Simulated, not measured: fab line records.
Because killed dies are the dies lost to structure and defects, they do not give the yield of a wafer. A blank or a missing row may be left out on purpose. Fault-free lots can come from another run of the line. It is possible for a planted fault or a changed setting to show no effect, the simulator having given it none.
What tool caused it? || flow berkeleyCmos170 || 45 wafers from 15 lots sampled at 6 of the route's 331 steps

WHAT THE GAUGES SHOWED, per wafer
UCB170_M1_RS_MEAS_01: measures by four-point-probe.
{"lot": "L489", "measured": "day 6 18:46", "on": "filmMetro-03", "M1_AL_RS (ohm/sq)": "0.0483 0.0484 0.0479"}
{"lot": "L488", "measured": "day 6 18:47", "on": "filmMetro-02", "M1_AL_RS (ohm/sq)": "0.0481 0.0482 0.0483"}
{"lot": "L492", "measured": "day 7 09:28", "on": "filmMetro-03", "M1_AL_RS (ohm/sq)": "0.0489 0.0488 0.0490"}
{"lot": "L490", "measured": "day 7 10:22", "on": "filmMetro-03", "M1_AL_RS (ohm/sq)": "0.0479 0.0481 0.0479"}
{"lot": "L493", "measured": "day 8 02:26", "on": "filmMetro-03", "M1_AL_RS (ohm/sq)": "0.0486 0.0488 0.0483"}
{"lot": "L497", "measured": "day 9 04:53", "on": "filmMetro-01", "M1_AL_RS (ohm/sq)": "0.0482 0.0481 0.0483"}
{"lot": "L498", "measured": "day 9 06:25", "on": "filmMetro-03", "M1_AL_RS (ohm/sq)": "0.0564 0.0480 0.0484"}
{"lot": "L500", "measured": "day 9 21:07", "on": "filmMetro-02", "M1_AL_RS (ohm/sq)": "0.0487 0.0485 0.0483"}
{"lot": "L503", "measured": "day 10 07:38", "on": "filmMetro-02", "M1_AL_RS (ohm/sq)": "0.0567 0.0480 0.0482"}
{"lot": "L507", "measured": "day 10 21:57", "on": "filmMetro-03", "M1_AL_RS (ohm/sq)": "0.0491 0.0483 0.0483"}
{"lot": "L505", "measured": "day 10 22:22", "on": "filmMetro-02", "M1_AL_RS (ohm/sq)": "0.0483 0.0573 0.0484"}
{"lot": "L508", "measured": "day 11 11:26", "on": "filmMetro-03", "M1_AL_RS (ohm/sq)": "0.0486 0.0485 0.0490"}
{"lot": "L509", "measured": "day 11 15:28", "on": "filmMetro-01", "M1_AL_RS (ohm/sq)": "0.0478 0.0479 0.0479"}
{"lot": "L511", "measured": "day 11 15:49", "on": "filmMetro-02", "M1_AL_RS (ohm/sq)": "0.0486 0.0480 0.0480"}
{"lot": "L510", "measured": "day 11 17:44", "on": "filmMetro-03", "M1_AL_RS (ohm/sq)": "0.0478 0.0479 0.0483"}

UCB170_M1_THK_MEAS_02: measures by xrf.
{"lot": "L489", "measured": "day 6 18:52", "on": "filmMetro-03", "M1_AL_THK (nm)": "605 609 616"}
{"lot": "L488", "measured": "day 6 18:54", "on": "filmMetro-02", "M1_AL_THK (nm)": "618 624 618"}
{"lot": "L492", "measured": "day 7 09:34", "on": "filmMetro-03", "M1_AL_THK (nm)": "602 601 600"}
{"lot": "L490", "measured": "day 7 10:29", "on": "filmMetro-03", "M1_AL_THK (nm)": "611 608 613"}
{"lot": "L493", "measured": "day 8 02:34", "on": "filmMetro-03", "M1_AL_THK (nm)": "603 605 605"}
{"lot": "L497", "measured": "day 9 04:59", "on": "filmMetro-01", "M1_AL_THK (nm)": "618 618 621"}
{"lot": "L498", "measured": "day 9 06:32", "on": "filmMetro-03", "M1_AL_THK (nm)": "541 613 610"}
{"lot": "L500", "measured": "day 9 21:14", "on": "filmMetro-02", "M1_AL_THK (nm)": "613 614 619"}
{"lot": "L503", "measured": "day 10 07:45", "on": "filmMetro-02", "M1_AL_THK (nm)": "538 618 617"}
{"lot": "L507", "measured": "day 10 22:04", "on": "filmMetro-03", "M1_AL_THK (nm)": "602 611 611"}
{"lot": "L505", "measured": "day 10 22:28", "on": "filmMetro-02", "M1_AL_THK (nm)": "615 536 611"}
{"lot": "L508", "measured": "day 11 11:34", "on": "filmMetro-03", "M1_AL_THK (nm)": "604 606 600"}
{"lot": "L509", "measured": "day 11 15:34", "on": "filmMetro-01", "M1_AL_THK (nm)": "623 621 620"}
{"lot": "L511", "measured": "day 11 15:56", "on": "filmMetro-02", "M1_AL_THK (nm)": "617 621 624"}
{"lot": "L510", "measured": "day 11 17:50", "on": "filmMetro-03", "M1_AL_THK (nm)": "617 615 609"}

UCB170_M1_CD_MEAS_09 targets a cd of 700 nm.
{"lot": "L489", "measured": "day 6 20:21", "on": "cdSem-01", "cdNm (nm)": "699.8 698.4 699.8"}
{"lot": "L488", "measured": "day 6 20:35", "on": "cdSem-01", "cdNm (nm)": "700.4 701.1 702.2"}
{"lot": "L492", "measured": "day 7 10:52", "on": "cdSem-01", "cdNm (nm)": "700.4 701.6 700.9"}
{"lot": "L490", "measured": "day 7 11:53", "on": "cdSem-01", "cdNm (nm)": "697.7 698.2 697.1"}
{"lot": "L493", "measured": "day 8 04:14", "on": "cdSem-02", "cdNm (nm)": "700.2 700.2 700.7"}
{"lot": "L497", "measured": "day 9 06:02", "on": "cdSem-01", "cdNm (nm)": "700.5 701.5 700.4"}
{"lot": "L498", "measured": "day 9 07:34", "on": "cdSem-02", "cdNm (nm)": "696.5 699.1 699.1"}
{"lot": "L500", "measured": "day 9 22:08", "on": "cdSem-01", "cdNm (nm)": "701.8 700.5 699.7"}
{"lot": "L503", "measured": "day 10 09:29", "on": "cdSem-01", "cdNm (nm)": "697.4 697.9 697.6"}
{"lot": "L507", "measured": "day 10 23:53", "on": "cdSem-01", "cdNm (nm)": "701.7 700.6 702.0"}
{"lot": "L505", "measured": "day 11 00:49", "on": "cdSem-01", "cdNm (nm)": "699.2 698.2 700.0"}
{"lot": "L508", "measured": "day 11 12:28", "on": "cdSem-01", "cdNm (nm)": "702.0 700.9 702.7"}
{"lot": "L509", "measured": "day 11 16:29", "on": "cdSem-02", "cdNm (nm)": "700.5 701.6 700.0"}
{"lot": "L511", "measured": "day 11 16:56", "on": "cdSem-02", "cdNm (nm)": "697.7 700.2 698.3"}
{"lot": "L510", "measured": "day 11 18:51", "on": "cdSem-01", "cdNm (nm)": "701.0 701.2 701.9"}

UCB170_M1_OVL_MEAS_10.
{"lot": "L489", "measured": "day 6 20:25", "on": "overlay-01", "M1_OVL (nm)": "0 -3 4"}
{"lot": "L488", "measured": "day 6 20:41", "on": "overlay-01", "M1_OVL (nm)": "-3 -3 -7"}
{"lot": "L492", "measured": "day 7 10:59", "on": "overlay-01", "M1_OVL (nm)": "3 5 2"}
{"lot": "L490", "measured": "day 7 12:00", "on": "overlay-01", "M1_OVL (nm)": "-13 -9 -4"}
{"lot": "L493", "measured": "day 8 04:21", "on": "overlay-01", "M1_OVL (nm)": "-11 -10 -5"}
{"lot": "L497", "measured": "day 9 06:08", "on": "overlay-01", "M1_OVL (nm)": "-18 -2 -6"}
{"lot": "L498", "measured": "day 9 07:41", "on": "overlay-02", "M1_OVL (nm)": "4 1 0"}
{"lot": "L500", "measured": "day 9 22:16", "on": "overlay-01", "M1_OVL (nm)": "1 -3 -6"}
{"lot": "L503", "measured": "day 10 09:36", "on": "overlay-01", "M1_OVL (nm)": "0 -9 -4"}
{"lot": "L507", "measured": "day 11 00:01", "on": "overlay-02", "M1_OVL (nm)": "-11 -9 -6"}
{"lot": "L505", "measured": "day 11 00:55", "on": "overlay-01", "M1_OVL (nm)": "-4 2 -4"}
{"lot": "L508", "measured": "day 11 12:35", "on": "overlay-01", "M1_OVL (nm)": "-8 -2 -8"}
{"lot": "L509", "measured": "day 11 16:35", "on": "overlay-02", "M1_OVL (nm)": "0 2 -5"}
{"lot": "L511", "measured": "day 11 17:04", "on": "overlay-01", "M1_OVL (nm)": "-9 -5 -2"}
{"lot": "L510", "measured": "day 11 18:56", "on": "overlay-01", "M1_OVL (nm)": "-8 -9 -4"}

WHICH TOOL RAN EACH LOT (tool, then ch and the chambers of the sampled wafers, then the start)
{"lot": "L489", "UCB170_CONTACT_ETCH_17": "rieDiel-01 ch 0,1, day 6 16:43", "UCB170_M1_SPUTTER_00": "pvdSputter-04, day 6 18:39"}
{"lot": "L488", "UCB170_CONTACT_ETCH_17": "rieDiel-03 ch 0,1,2, day 6 17:06", "UCB170_M1_SPUTTER_00": "pvdSputter-04, day 6 18:43"}
{"lot": "L492", "UCB170_CONTACT_ETCH_17": "rieDiel-02 ch 1,2,3, day 7 08:47", "UCB170_M1_SPUTTER_00": "pvdSputter-02, day 7 09:20"}
{"lot": "L490", "UCB170_CONTACT_ETCH_17": "rieDiel-01 ch 0,1,2, day 7 09:29", "UCB170_M1_SPUTTER_00": "pvdSputter-01, day 7 10:18"}
{"lot": "L493", "UCB170_CONTACT_ETCH_17": "rieDiel-03 ch 0,3, day 8 01:49", "UCB170_M1_SPUTTER_00": "pvdSputter-04, day 8 02:23"}
{"lot": "L497", "UCB170_CONTACT_ETCH_17": "rieDiel-02 ch 0,2,3, day 9 03:43", "UCB170_M1_SPUTTER_00": "pvdSputter-02, day 9 04:48"}
{"lot": "L498", "UCB170_CONTACT_ETCH_17": "rieDiel-01 ch 2,3, day 9 05:16", "UCB170_M1_SPUTTER_00": "pvdSputter-02, day 9 06:22"}
{"lot": "L500", "UCB170_CONTACT_ETCH_17": "rieDiel-03 ch 2,3, day 9 20:30", "UCB170_M1_SPUTTER_00": "pvdSputter-01, day 9 21:04"}
{"lot": "L503", "UCB170_CONTACT_ETCH_17": "rieDiel-01 ch 0,3, day 10 07:00", "UCB170_M1_SPUTTER_00": "pvdSputter-02, day 10 07:34"}
{"lot": "L507", "UCB170_CONTACT_ETCH_17": "rieDiel-01 ch 1,3, day 10 21:06", "UCB170_M1_SPUTTER_00": "pvdSputter-01, day 10 21:53"}
{"lot": "L505", "UCB170_CONTACT_ETCH_17": "rieDiel-02 ch 2,3, day 10 21:32", "UCB170_M1_SPUTTER_00": "pvdSputter-02, day 10 22:17"}
{"lot": "L508", "UCB170_CONTACT_ETCH_17": "rieDiel-03 ch 0,1,2, day 11 10:48", "UCB170_M1_SPUTTER_00": "pvdSputter-01, day 11 11:23"}
{"lot": "L509", "UCB170_CONTACT_ETCH_17": "rieDiel-01 ch 1,2, day 11 14:41", "UCB170_M1_SPUTTER_00": "pvdSputter-04, day 11 15:23"}
{"lot": "L511", "UCB170_CONTACT_ETCH_17": "rieDiel-02 ch 0,1,3, day 11 15:02", "UCB170_M1_SPUTTER_00": "pvdSputter-01, day 11 15:45"}
{"lot": "L510", "UCB170_CONTACT_ETCH_17": "rieDiel-02 ch 0,2,3, day 11 16:58", "UCB170_M1_SPUTTER_00": "pvdSputter-04, day 11 17:37"}
- UCB170_CONTACT_ETCH_17: etches BARC in N2/H2.
- UCB170_M1_SPUTTER_00: material Al, target thk 600 nm, time 80 s.

AS READ BY THE TOOLS THEMSELVES (means over the sampled wafers that have a number; for cases with no such wafer, the mark the record gives instead)
UCB170_CONTACT_ETCH_17.
{"lot": "L489", "tool": "rieDiel-01", "drypumpMotorCurrentA (A)": 5.1, "oesProductAu (a.u.)": 0.984, "throttleValvePct (%)": 13.52}
{"lot": "L488", "tool": "rieDiel-03", "drypumpMotorCurrentA (A)": 5.8, "oesProductAu (a.u.)": 0.985, "throttleValvePct (%)": 13.26}
{"lot": "L492", "tool": "rieDiel-02", "drypumpMotorCurrentA (A)": 5.9, "oesProductAu (a.u.)": 0.990, "throttleValvePct (%)": 13.37}
{"lot": "L490", "tool": "rieDiel-01", "drypumpMotorCurrentA (A)": 5.0, "oesProductAu (a.u.)": 0.989, "throttleValvePct (%)": 13.52}
{"lot": "L493", "tool": "rieDiel-03", "drypumpMotorCurrentA (A)": 5.8, "oesProductAu (a.u.)": 1.000, "throttleValvePct (%)": 13.14}
{"lot": "L497", "tool": "rieDiel-02", "drypumpMotorCurrentA (A)": 5.8, "oesProductAu (a.u.)": 0.990, "throttleValvePct (%)": 13.35}
{"lot": "L498", "tool": "rieDiel-01", "drypumpMotorCurrentA (A)": 5.7, "oesProductAu (a.u.)": 1.015, "throttleValvePct (%)": 13.41}
{"lot": "L500", "tool": "rieDiel-03", "drypumpMotorCurrentA (A)": 5.6, "oesProductAu (a.u.)": 1.012, "throttleValvePct (%)": 13.14}
{"lot": "L503", "tool": "rieDiel-01", "drypumpMotorCurrentA (A)": 5.5, "oesProductAu (a.u.)": 1.018, "throttleValvePct (%)": 13.46}
{"lot": "L507", "tool": "rieDiel-01", "drypumpMotorCurrentA (A)": 5.3, "oesProductAu (a.u.)": 0.989, "throttleValvePct (%)": 13.50}
{"lot": "L505", "tool": "rieDiel-02", "drypumpMotorCurrentA (A)": 5.9, "oesProductAu (a.u.)": 1.007, "throttleValvePct (%)": 13.50}
{"lot": "L508", "tool": "rieDiel-03", "drypumpMotorCurrentA (A)": 5.9, "oesProductAu (a.u.)": 0.979, "throttleValvePct (%)": 13.25}
{"lot": "L509", "tool": "rieDiel-01", "drypumpMotorCurrentA (A)": 5.0, "oesProductAu (a.u.)": 0.996, "throttleValvePct (%)": 13.53}
{"lot": "L511", "tool": "rieDiel-02", "drypumpMotorCurrentA (A)": 5.8, "oesProductAu (a.u.)": 0.987, "throttleValvePct (%)": 13.20}
{"lot": "L510", "tool": "rieDiel-02", "drypumpMotorCurrentA (A)": 5.9, "oesProductAu (a.u.)": 0.995, "throttleValvePct (%)": 13.35}

UCB170_M1_SPUTTER_00.
{"lot": "L489", "tool": "pvdSputter-04", "throttleValvePct (%)": 30.9}
{"lot": "L488", "tool": "pvdSputter-04", "throttleValvePct (%)": 30.3}
{"lot": "L492", "tool": "pvdSputter-02", "throttleValvePct (%)": 30.2}
{"lot": "L490", "tool": "pvdSputter-01", "throttleValvePct (%)": 29.7}
{"lot": "L493", "tool": "pvdSputter-04", "throttleValvePct (%)": 31.2}
{"lot": "L497", "tool": "pvdSputter-02", "throttleValvePct (%)": 30.3}
{"lot": "L498", "tool": "pvdSputter-02", "throttleValvePct (%)": 30.1}
{"lot": "L500", "tool": "pvdSputter-01", "throttleValvePct (%)": 29.9}
{"lot": "L503", "tool": "pvdSputter-02", "throttleValvePct (%)": 30.3}
{"lot": "L507", "tool": "pvdSputter-01", "throttleValvePct (%)": 30.1}
{"lot": "L505", "tool": "pvdSputter-02", "throttleValvePct (%)": 29.7}
{"lot": "L508", "tool": "pvdSputter-01", "throttleValvePct (%)": 30.3}
{"lot": "L509", "tool": "pvdSputter-04", "throttleValvePct (%)": 29.6}
{"lot": "L511", "tool": "pvdSputter-01", "throttleValvePct (%)": 30.2}
{"lot": "L510", "tool": "pvdSputter-04", "throttleValvePct (%)": 30.3}

THE ANSWER, worked out from the rows above alone
Rule: what is usual is taken from the lots themselves. Put in order of their means at a reading, lots are off if they are a third of the lots or fewer, leave a main group of 4 or more, and stand apart from it by a gap of 3 or more times the standard deviation of the main group's means; of several such gaps the widest counts. Not used: any main group whose means are identical at the precision the tables above print for the reading. Also off: a lot with no number at a reading for which 4 or more lots have one. The other lots that the step has rows for count as sound. Order of review: gauges by route order, followed by the tools' own readings, for which a lot's mean as printed above is used. The first step at which some lot is off is used, and at that step the reading that is off furthest; a lot without a number counts as furthest.
Off: L498, L503, L505, seen at UCB170_M1_RS_MEAS_01 (M1_AL_RS). The main group: mean 0.0483 ohm/sq, standard deviation 0.00031.
If a tool, at a process step before that reading, ran all the lots that are off and no sound lot after the first of them, it fits. The gauges at UCB170_M1_RS_MEAS_01 are tried like those tools. One fits: pvdSputter-02 at UCB170_M1_SPUTTER_00. Its last sound lot is L497 (day 9 04:48), its first lot that is off L498 (day 9 06:22): a fault that began between those two fits.

WHAT HAD BEEN PUT IN BY THE SIMULATOR
Site profile drift: pvdSputter-02, from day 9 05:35 on, at UCB170_M1_SPUTTER_00. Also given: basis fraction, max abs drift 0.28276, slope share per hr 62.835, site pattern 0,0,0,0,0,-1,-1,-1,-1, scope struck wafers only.
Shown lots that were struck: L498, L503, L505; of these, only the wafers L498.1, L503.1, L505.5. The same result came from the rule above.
